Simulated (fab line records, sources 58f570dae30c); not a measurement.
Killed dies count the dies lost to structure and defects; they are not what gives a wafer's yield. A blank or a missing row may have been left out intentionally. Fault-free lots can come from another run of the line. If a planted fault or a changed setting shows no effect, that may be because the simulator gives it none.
Comparing a struck lot with a sound one    flow berkeleyCmos170    17 out of 331 route steps
Sound: the wafers L799.2, L799.5, L799.6. Struck: wafer L804.2. The cause comes at the end.
For every step that has rows: the tool of each side, followed by ch and its chambers, followed by its first start. Under that, the readings that differ: sound wafers    struck wafers    difference of the means    sigmas: that difference in standard deviations of wafers without a fault.
alike: words and numbers the same on both sides, and readings whose means are apart by under 2 such deviations; not compared: readings that were withheld, readings missing a value for some wafer, numbers with overlapping values and no deviation given by the record, and bounds like >300 which may hide the same value.
Wherever a step has rows on one side only, a row that says differs or no value, or a row with sigmas, the two part there. Numbers that have no deviation but don't overlap get no sigmas and don't part them. Lack of a reading on every wafer of one side parts them only where that side has two or more wafers.

first, 3 steps without rows for these wafers: UCB170_BACKSIDE_HMDS_00 (prime time 60 s); UCB170_BACKSIDE_COAT_01 (resist thk 900 nm); UCB170_BACKSIDE_SOFTBAKE_02 (time 60 s).
UCB170_BACKSIDE_STRIP_03: strips in O2.
  sound on plasmaAsher-01 ch 0,1, day 8 22:22; struck on plasmaAsher-01 ch 1, day 10 04:49
  alike: chamberPressureMTorr, drypumpMotorCurrentA, oesProductAu, stripTimeToEndpointS
  not compared: rfHoursCounterH
then, 1 step without rows for these wafers: UCB170_BACKSIDE_CLEAN_04 (cleans in SPM, time 600 s).
UCB170_SDANNEAL_RTA_00: time 10 s.
  sound on rtpAnneal-02 ch 0, day 8 22:39; struck on rtpAnneal-01 ch 0, day 10 05:06
reading           sound           struck  difference  sigmas
lampPowerPct (%)  25.7 25.8 25.7  25.0    -0.7        -2
  alike: chamberO2Ppm, wafer_temp_C_max
UCB170_SDANNEAL_RTA_01: time 5 s.
  sound on rtpAnneal-02 ch 0, day 8 22:43; struck on rtpAnneal-01 ch 0, day 10 05:10
  alike: chamberO2Ppm, lampPowerPct, wafer_temp_C_max
UCB170_SDANNEAL_RS_MEAS_02: the measuring method here is four-point-probe.
  struck on filmMetro-01, day 10 05:14; sound on filmMetro-02, day 8 22:47
reading          sound              struck  difference  sigmas
PSD_RS (ohm/sq)  75.94 75.76 76.08  75.29   -0.64       -2
UCB170_SDANNEAL_RS_MEAS_03: the measuring method here is four-point-probe.
  struck on filmMetro-01, day 10 05:22; sound on filmMetro-02, day 8 22:55
  alike: NSD_RS
UCB170_SDANNEAL_RS_MEAS_04: the measuring method here is four-point-probe.
  struck on filmMetro-01, day 10 05:29; sound on filmMetro-02, day 8 23:02
  alike: PLDD_RS
UCB170_SDANNEAL_RS_MEAS_05: the measuring method here is four-point-probe.
  struck on filmMetro-01, day 10 05:36; sound on filmMetro-02, day 8 23:09
  alike: NLDD_RS
then, 1 step without rows for these wafers: UCB170_SILICIDE_PRE_CLEAN_00 (preclean etch time 60 s).
UCB170_SILICIDE_SPUTTER_01: material Ti, target thk 30 nm, time 25 s.
  struck on pvdSputter-02, day 10 05:46; sound on pvdSputter-02, day 8 23:19
reading                                     sound              struck  difference  sigmas
model.Ti_of_SILICIDE_SPUTTER_01.thkNm (nm)  29.84 30.03 29.99  43.67   +13.72      
  alike: throttleValvePct
UCB170_SILICIDE_RS_MEAS_02: the measuring method here is four-point-probe.
  struck on filmMetro-04, day 10 06:06; sound on filmMetro-04, day 8 23:22
reading                  sound           struck  difference  sigmas
SILICIDE_TI_RS (ohm/sq)  26.4 26.1 26.2  17.0    -9.2        -26
  not compared: hold
UCB170_SILICIDE_THK_MEAS_03: measures by xrf.
  struck on filmMetro-04, day 10 08:10; sound on filmMetro-04, day 8 23:28
reading               sound           struck  difference  sigmas
SILICIDE_TI_THK (nm)  29.0 29.1 29.2  42.8    +13.7       +31
  not compared: hold
UCB170_SILICIDE_RTA_04: time 15 s.
  sound on rtpAnneal-02 ch 0, day 8 23:32; struck on rtpAnneal-01 ch 0, day 10 08:52
reading  sound  struck                   difference                    sigmas
hold     - - -  awaitDispo/0.6h/release  no value on the sound wafers  
  alike: chamberO2Ppm, lampPowerPct, wafer_temp_C_max
UCB170_M3_PROBE_99:
  rows exist in the record for the sound wafers here (prober-01, day 9 22:30), none for the struck ones

== WHERE THEY PART ==
First at UCB170_SDANNEAL_RTA_00; last, within this record, at UCB170_M3_PROBE_99.

WHY: what the simulator had put in
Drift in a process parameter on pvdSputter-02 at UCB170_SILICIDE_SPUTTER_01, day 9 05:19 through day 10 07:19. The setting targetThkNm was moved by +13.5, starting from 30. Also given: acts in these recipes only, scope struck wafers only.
